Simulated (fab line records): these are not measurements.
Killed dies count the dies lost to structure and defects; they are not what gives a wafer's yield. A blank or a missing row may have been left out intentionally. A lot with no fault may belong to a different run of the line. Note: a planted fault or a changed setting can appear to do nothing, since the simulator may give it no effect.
Which tool did it? -- flow rit-cmos -- 14 lots, 42 wafers sampled, at 2 steps of a route of 202

WHAT EACH GAUGE READ, for each wafer
Not one reading of a measure or inspect step in the record can be checked against a usual standard deviation.

WHAT TOOL EACH LOT RAN ON (gives the tool, then ch and the chambers of the sampled wafers, and finally the start)
lot,RIT_NWELL_HARDBAKE_07,RIT_M1_PROBE_99
L149,"litho-track-01 ch 0, day 1 21:18","prober-02, day 3 12:23"
L151,"litho-track-01 ch 0, day 2 06:58","prober-02, day 4 00:29"
L152,"litho-track-02 ch 0, day 2 11:32","prober-01, day 4 01:01"
L158,"litho-track-02 ch 0, day 3 22:31","prober-02, day 5 12:34"
L159,"litho-track-02 ch 0, day 3 23:43","prober-01, day 5 12:31"
L163,"litho-track-03 ch 0, day 4 19:01","prober-01, day 6 08:40"
L164,"litho-track-01 ch 0, day 5 01:59","prober-02, day 6 15:11"
L165,"litho-track-01 ch 0, day 5 06:24","prober-01, day 6 18:51"
L166,"litho-track-03 ch 0, day 5 11:14","prober-02, day 6 23:22"
L167,"litho-track-01 ch 0, day 5 14:59","prober-01, day 7 02:38"
L168,"litho-track-01 ch 0, day 5 19:47","prober-02, day 7 10:37"
L169,"litho-track-03 ch 0, day 6 00:26","prober-01, day 7 14:34"
L171,"litho-track-03 ch 0, day 6 12:01","prober-01, day 8 01:08"
L172,"litho-track-01 ch 0, day 6 17:44","prober-01, day 8 05:39"
- RIT_NWELL_HARDBAKE_07: time 120 s.
- RIT_M1_PROBE_99

AS READ BY THE TOOLS THEMSELVES (means over the sampled wafers that have a number; for cases with no such wafer, the mark the record gives instead)
RIT_NWELL_HARDBAKE_07. Usual: exhaust-pa 44.9 Pa, standard deviation 0.83; heater-power-total-W 52.03 W, standard deviation 0.064; plate-temp-C 140.03 C, standard deviation 0.17.
lot,tool,exhaust-pa (Pa),heater-power-total-W (W),plate-temp-C (C),flag
L149,litho-track-01,44.7,52.00,140.06,
L151,litho-track-01,44.9,52.02,140.12,
L152,litho-track-02,45.3,52.07,140.10,
L158,litho-track-02,44.3,52.58,141.30,OFF
L159,litho-track-02,45.2,52.59,141.35,OFF
L163,litho-track-03,46.1,52.03,139.91,
L164,litho-track-01,45.8,51.98,140.05,
L165,litho-track-01,44.6,51.99,139.94,
L166,litho-track-03,44.4,51.99,139.92,
L167,litho-track-01,44.4,52.02,140.17,
L168,litho-track-01,44.2,52.05,140.14,
L169,litho-track-03,45.0,51.97,140.16,
L171,litho-track-03,46.3,52.05,140.20,
L172,litho-track-01,44.0,52.05,140.02,

RIT_M1_PROBE_99. Usual: killed_at_M0_to_M3 0.0, standard deviation 0.12; killed-at-front-end 7, standard deviation 3.1; killed-dies 7, standard deviation 3.1; killed-on-rim 1.6, standard deviation 1.3; killed-open 3.5, standard deviation 2.2; killed-short 3.3, standard deviation 1.9.
lot,tool,killed_at_M0_to_M3,killed-at-front-end,killed-dies,killed-on-rim,killed-open,killed-short,flag
L149,prober-02,0.0,7,7,2.0,3.7,3.3,
L151,prober-02,0.0,8,8,1.3,2.3,6.0,
L152,prober-01,0.0,5,5,1.3,3.0,2.3,
L158,prober-02,0.0,7,7,0.7,3.0,3.7,
L159,prober-01,0.0,7,7,2.3,4.3,2.3,
L163,prober-01,0.0,6,6,2.7,1.7,4.7,
L164,prober-02,0.3,9,10,2.7,4.0,5.7,
L165,prober-01,0.0,9,9,2.7,4.0,4.7,
L166,prober-02,0.0,8,8,2.3,2.7,5.0,
L167,prober-01,0.0,5,5,0.7,2.7,2.3,
L168,prober-02,0.0,5,5,1.7,1.3,3.7,
L169,prober-01,0.0,11,11,2.7,6.7,4.0,
L171,prober-01,0.0,5,5,2.3,2.3,3.0,
L172,prober-01,0.0,6,6,1.0,3.0,2.7,

THE ANSWER, worked out from the rows above alone
Rule: take the mean of a lot's wafers that have a number; if it is more than 3 standard deviations from the usual mean, the lot is off. A lot without any number at a reading at which 4 lots or more have one is off too. Where the step has rows for the other lots, those lots are counted as sound. The gauges are gone through in route order, then the tools' own readings, and for those a lot's mean is taken as printed above. At the first step where some lot is off, the reading lying furthest off is the one used; lots without a number count as furthest.
Off: L158, L159 (RIT_NWELL_HARDBAKE_07, heater-power-total-W).
If a tool, at that step or one of the process steps before it, ran each lot that is off and ran no sound lot following the first of them, it fits. One candidate fits, namely litho-track-02 at RIT_NWELL_HARDBAKE_07. Its last sound lot is L152 (day 2 11:32), its first lot that is off L158 (day 3 22:31): a fault that began between those two fits.
The tool's own readings at RIT_NWELL_HARDBAKE_07 bear it out: on the lots that are off they differ by more than 5 times the standard deviation of the sound lots' means. heater-power-total-W reads 52.59 W there against 52.02 W on the sound lots; plate-temp-C reads 141.32 C there against 140.07 C on the sound lots.

WHAT HAD BEEN PUT IN BY THE SIMULATOR
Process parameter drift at RIT_NWELL_HARDBAKE_07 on litho-track-02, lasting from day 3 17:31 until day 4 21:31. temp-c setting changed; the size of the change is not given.
Struck lots among those shown: L158, L159. The rule above found the same.
